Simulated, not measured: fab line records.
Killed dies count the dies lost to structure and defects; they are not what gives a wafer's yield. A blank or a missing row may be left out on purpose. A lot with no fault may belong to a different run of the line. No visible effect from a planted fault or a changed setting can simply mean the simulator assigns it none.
The tool behind it: which one?	flow rit_cmos	42 wafers from 14 lots sampled at 3 of the route's 202 steps

WHAT THE GAUGES READ, wafer by wafer
RIT_PLDD_TW_MEAS_10. Usual: PLDD_TW typically reads 2312, with standard deviation 14.
lot	measured	on	PLDD_TW	flag
L640	day 3 02:08	film_metro-04	2302 2312 2316	
L641	day 3 08:06	film_metro-03	2302 2296 2302	
L643	day 3 15:56	film_metro-03	2304 2302 2305	
L645	day 4 03:26	film_metro-02	2329 2317 2328	
L647	day 4 13:29	film_metro-03	2304 2315 2298	
L648	day 4 16:45	film_metro-02	2332 2325 2337	
L650	day 5 04:13	film_metro-04	2317 2307 2322	
L651	day 5 07:49	film_metro-02	2317 2311 2318	
L652	day 5 15:13	film_metro-02	2330 2335 2332	
L653	day 5 18:01	film_metro-02	2329 2316 2315	
L654	day 6 01:42	film_metro-03	2291 2302 2294	
L656	day 6 09:44	film_metro-04	2313 2306 2309	
L659	day 7 01:28	film_metro-02	2339 2343 2342	
L661	day 7 14:14	film_metro-03	2301 2303 2305	

EACH LOT AND THE TOOL THAT RAN IT (in order: tool; ch and the chambers of the sampled wafers; start)
lot	RIT_ACTIVE_STRIP_14	RIT_GATE_ETCH_19
L640	plasma_asher-03 ch 0,1, day 1 21:25	rie_si-01 ch 0,1,3, day 2 19:44
L641	plasma_asher-02 ch 0,1, day 2 00:55	rie_si-02 ch 1,2,3, day 3 01:38
L643	plasma_asher-02 ch 0,1, day 2 10:50	rie_si-02 ch 1,2, day 3 09:43
L645	plasma_asher-02 ch 0,1, day 2 22:05	rie_si-02 ch 0,2,3, day 3 20:32
L647	plasma_asher-01 ch 0,1, day 3 08:59	rie_si-02 ch 0,1,2, day 4 07:08
L648	plasma_asher-03 ch 0,1, day 3 12:13	rie_si-01 ch 1,2,3, day 4 10:15
L650	plasma_asher-02 ch 0,1, day 3 21:58	rie_si-01 ch 1,2, day 4 21:29
L651	plasma_asher-01 ch 0,1, day 4 02:54	rie_si-02 ch 2,3, day 5 01:20
L652	plasma_asher-02 ch 0,1, day 4 09:13	rie_si-01 ch 1,2,3, day 5 09:02
L653	plasma_asher-01 ch 0,1, day 4 13:38	rie_si-02 ch 0,1,3, day 5 11:35
L654	plasma_asher-01 ch 0,1, day 4 18:38	rie_si-01 ch 1,2, day 5 19:17
L656	plasma_asher-01 ch 0,1, day 5 04:34	rie_si-01 ch 1,2,3, day 6 03:28
L659	plasma_asher-01 ch 0, day 5 20:26	rie_si-02 ch 2,3, day 6 19:00
L661	plasma_asher-03 ch 1, day 6 05:10	rie_si-02 ch 0,1,2, day 7 06:31
- RIT_ACTIVE_STRIP_14: strips in O2, time 180 s.
- RIT_GATE_ETCH_19: etches poly-Si in SF6/CHF3/O2, stops on SiO2, time 165 s, target depth 312.5 nm.

AS READ BY THE TOOLS THEMSELVES (means over the sampled wafers that have a number; for cases with no such wafer, the mark the record gives instead)
RIT_ACTIVE_STRIP_14. Usual: drypump_motor_current_A 5.8 A, standard deviation 0.49.
lot	tool	drypump_motor_current_A (A)	flag
L640	plasma_asher-03	6.5	
L641	plasma_asher-02	5.8	
L643	plasma_asher-02	5.8	
L645	plasma_asher-02	5.8	
L647	plasma_asher-01	5.5	
L648	plasma_asher-03	6.5	
L650	plasma_asher-02	5.8	
L651	plasma_asher-01	5.5	
L652	plasma_asher-02	5.7	
L653	plasma_asher-01	5.4	
L654	plasma_asher-01	5.5	
L656	plasma_asher-01	5.6	
L659	plasma_asher-01	5.2	
L661	plasma_asher-03	6.7	

RIT_GATE_ETCH_19. Usual: CHF3_flow_sccm 30.00 sccm, standard deviation 0.093; drypump_motor_current_A 6.2 A, standard deviation 0.38; oes_product_au 0.847 a.u., standard deviation 0.016; throttle_valve_pct 10.22 %, standard deviation 0.14.
lot	tool	CHF3_flow_sccm (sccm)	drypump_motor_current_A (A)	oes_product_au (a.u.)	throttle_valve_pct (%)	flag
L640	rie_si-01	30.00	6.5	0.838	10.16	
L641	rie_si-02	29.98	6.2	0.861	10.27	
L643	rie_si-02	29.94	6.4	0.845	10.22	
L645	rie_si-02	29.92	5.9	0.840	10.33	
L647	rie_si-02	30.01	6.2	0.857	10.27	
L648	rie_si-01	30.00	6.0	0.837	10.10	
L650	rie_si-01	30.04	6.0	0.849	9.97	
L651	rie_si-02	29.99	6.0	0.838	10.29	
L652	rie_si-01	29.92	6.1	0.850	10.10	
L653	rie_si-02	30.03	6.1	0.846	10.33	
L654	rie_si-01	29.91	6.0	0.969	9.98	OFF
L656	rie_si-01	29.98	6.0	0.968	10.10	OFF
L659	rie_si-02	29.96	6.0	0.836	10.29	
L661	rie_si-02	29.98	6.1	0.849	10.28	

THE ANSWER, worked out from the rows above alone
Rule: lot off if the mean of its wafers having a number is beyond 3 standard deviations from the usual mean. Also off: a lot with no number at a reading for which 4 or more lots have one. Any other lot the step has rows for is counted as sound. After the gauges, taken in route order, come the tools' own readings; for these a lot's mean is taken, as printed above. The first step at which some lot is off is used, and at that step the reading that is off furthest; a lot without a number counts as furthest.
Off: L654, L656, at RIT_GATE_ETCH_19 (oes_product_au).
A tool fits if, at that step or a process step before it, it ran every lot that is off, and no sound lot after the first of them. One fits: rie_si-01 at RIT_GATE_ETCH_19. A fault onset in the window from L652 (day 5 09:02, its last sound lot) to L654 (day 5 19:17, its first lot off) fits.
The tool's own readings at RIT_GATE_ETCH_19 bear it out: on the lots that are off they differ by more than 5 times the standard deviation of the sound lots' means. oes_product_au reads 0.968 a.u. there against 0.845 a.u. on the sound lots.

WHAT THE SIMULATOR HAD PUT IN
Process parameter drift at RIT_GATE_ETCH_19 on rie_si-01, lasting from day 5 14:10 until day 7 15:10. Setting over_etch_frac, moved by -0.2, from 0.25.
Shown lots that were struck: L654, L656. The rule given above showed the same thing.
